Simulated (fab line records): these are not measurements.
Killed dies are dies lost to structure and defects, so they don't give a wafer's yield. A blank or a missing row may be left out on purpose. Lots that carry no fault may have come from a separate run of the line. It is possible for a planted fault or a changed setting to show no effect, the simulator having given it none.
Which tool did it? || flow berkeley cmos170 || Sampling: 7 lots, 21 wafers, 3 of 331 route steps

## WHAT EACH GAUGE READ, for each wafer
UCB170_NSD_CD_MEAS_06: target cd 1200 nm.
{"lot": "L674", "measured": "day 7 00:27", "on": "cd sem-01", "cd nm (nm)": "1201.2 1200.2 1201.7"}
{"lot": "L676", "measured": "day 7 10:19", "on": "cd sem-02", "cd nm (nm)": "1199.2 1198.7 1198.2"}
{"lot": "L677", "measured": "day 7 10:48", "on": "cd sem-01", "cd nm (nm)": "1196.4 1196.5 1197.6"}
{"lot": "L684", "measured": "day 9 01:40", "on": "cd sem-02", "cd nm (nm)": "1199.4 1199.1 1198.4"}
{"lot": "L689", "measured": "day 10 01:20", "on": "cd sem-02", "cd nm (nm)": "1198.2 1199.9 1199.1"}
{"lot": "L693", "measured": "day 10 10:01", "on": "cd sem-01", "cd nm (nm)": "1199.5 1198.9 1199.0"}
{"lot": "L695", "measured": "day 11 08:18", "on": "cd sem-01", "cd nm (nm)": "1199.3 1199.6 1198.5"}

## TOOL THAT RAN EACH LOT (tool first, then ch and the chambers of the sampled wafers, then the start)
{"lot": "L674", "UCB170_GATE_CLEAN_17": "wet bench-02 ch 1, day 6 14:05", "UCB170_PSD_STRIP_09": "plasma asher-02 ch 1, day 6 22:55"}
{"lot": "L676", "UCB170_GATE_CLEAN_17": "wet bench-02 ch 3, day 6 20:24", "UCB170_PSD_STRIP_09": "plasma asher-03 ch 0,1, day 7 07:39"}
{"lot": "L677", "UCB170_GATE_CLEAN_17": "wet bench-01 ch 3, day 6 20:48", "UCB170_PSD_STRIP_09": "plasma asher-02 ch 0,1, day 7 08:07"}
{"lot": "L684", "UCB170_GATE_CLEAN_17": "wet bench-03 ch 3, day 8 14:49", "UCB170_PSD_STRIP_09": "plasma asher-03 ch 0,1, day 9 00:04"}
{"lot": "L689", "UCB170_GATE_CLEAN_17": "wet bench-01 ch 3, day 9 13:27", "UCB170_PSD_STRIP_09": "plasma asher-03 ch 0,1, day 9 23:49"}
{"lot": "L693", "UCB170_GATE_CLEAN_17": "wet bench-02 ch 3, day 9 23:08", "UCB170_PSD_STRIP_09": "plasma asher-02 ch 0,1, day 10 08:33"}
{"lot": "L695", "UCB170_GATE_CLEAN_17": "wet bench-02 ch 2, day 10 19:31", "UCB170_PSD_STRIP_09": "plasma asher-01 ch 0,1, day 11 06:07"}
- UCB170_GATE_CLEAN_17: cleans in SPM, time 600 s.
- UCB170_PSD_STRIP_09: strips in O2.

## THE ANSWER, worked out from the rows above alone
Rule: the usual values come from the lots themselves. The widest of any qualifying gaps counts: lots, ordered by their means at a reading, are off when they make up no more than a third of the lots, leave a main group of 4 or more, and stand apart from it by 3 or more times the standard deviation of that group's means. A main group whose means are all the same, to the digits that the tables above print for the reading, isn't used. A lot without any number at a reading at which 4 lots or more have one is off too. Where the step has rows for the other lots, those lots are counted as sound.
Across all readings shown, no lot is off: no conclusion can be drawn from this.

## WHAT THE SIMULATOR PUT IN
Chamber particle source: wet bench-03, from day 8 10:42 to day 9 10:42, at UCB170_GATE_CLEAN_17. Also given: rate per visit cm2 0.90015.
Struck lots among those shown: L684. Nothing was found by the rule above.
